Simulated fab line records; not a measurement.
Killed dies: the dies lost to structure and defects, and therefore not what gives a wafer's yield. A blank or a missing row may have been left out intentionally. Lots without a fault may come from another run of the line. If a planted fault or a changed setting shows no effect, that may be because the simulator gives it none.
Code-filled problem report in 8D (eight disciplines) form :: flow ritCmos :: the parts of the form that need people (team, actions taken, sign-off) are left out

1. WHAT IS WRONG
Across 6 wafers from 2 lots, PLDD_TW at RIT_PLDD_TW_MEAS_10 averages 30, while fault-free wafers read 2339 with a standard deviation of 10. So: -99 or more standard deviations from the usual mean.
First seen on wafer L796.3, day 4 04:40, on filmMetro-03. The record holds 42 wafers of 14 lots with a number at this step. Rule for "out", or "out of limits": more than 4 standard deviations from the usual mean. The other wafers with a number count as sound.

2. WHAT IT IS, AND WHAT IT ISN'T
question: which readings at this step
is: PLDD_TW
is not: -

question: which lots
is: L796, L802
is not: L790, L791, L792, L793, L794, L795, L797, L806, L807, L808, L809, L812

question: which wafers of those lots
is: all that have a number
is not: -

question: read on which gauges
is: filmMetro-03, filmMetro-04
is not: filmMetro-02

question: when
is: from day 4 04:40
is not: up to then (18 sound wafers); but 18 sound wafers of L797, L806, L807, L808, L809, L812 came after

3. SUSPECTS, AND WHAT RULES EACH OUT
Counting: a tool at any process step up to the reading remains a suspect when it ran all the lots that are out and ran no sound lot after the first of those.
- the gauge at RIT_PLDD_TW_MEAS_10 has been ruled out. 2 gauges (filmMetro-03, filmMetro-04) read the wafers that are out.
- lithoTrack-02 at RIT_PLDD_DEVELOP_05 (develop time 50 s): kept. It ran every lot that is out, first L796 (day 4 04:00), and no sound lot after that; its last sound lot up to then is L795 (day 4 00:00).
Remaining after the count: lithoTrack-02 at RIT_PLDD_DEVELOP_05.

4. THE CAUSE (what the simulator had put in)
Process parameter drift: lithoTrack-02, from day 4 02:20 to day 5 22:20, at RIT_PLDD_DEVELOP_05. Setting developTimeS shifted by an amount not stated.
The count eliminated every tool but this one.

5. SEQUENCE OF EFFECTS, ordered by route
Rows list readings where the struck wafers' mean (over those with a number) sits beyond 3 standard deviations from the usual. Scope: only readings with a usual standard deviation given in the record; hours: median across lots of the time from each lot's start at the first step in this table that gives one to its start at this step; sigmas: change in usual standard deviations.
hours: 0
step: RIT_PLDD_TW_MEAS_10
reading: PLDD_TW
usual: 2339
on struck wafers: 30
change: -2309
sigmas: -99 or more

6. WHAT WOULD HAVE CAUGHT IT SOONER
In this record the first reading out of limits at a measuring or inspecting step was taken at day 4 04:40, 2 hours after the fault began at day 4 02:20.
Tool readings at RIT_PLDD_DEVELOP_05 with a usual standard deviation given in the record: none out on any struck wafer, hence no alarm at a limit of 4 standard deviations on them.
Lots out: 2; of these, L802 started RIT_PLDD_DEVELOP_05 on lithoTrack-02 after day 4 04:40. It would have been spared by a hold on the tool at that moment.
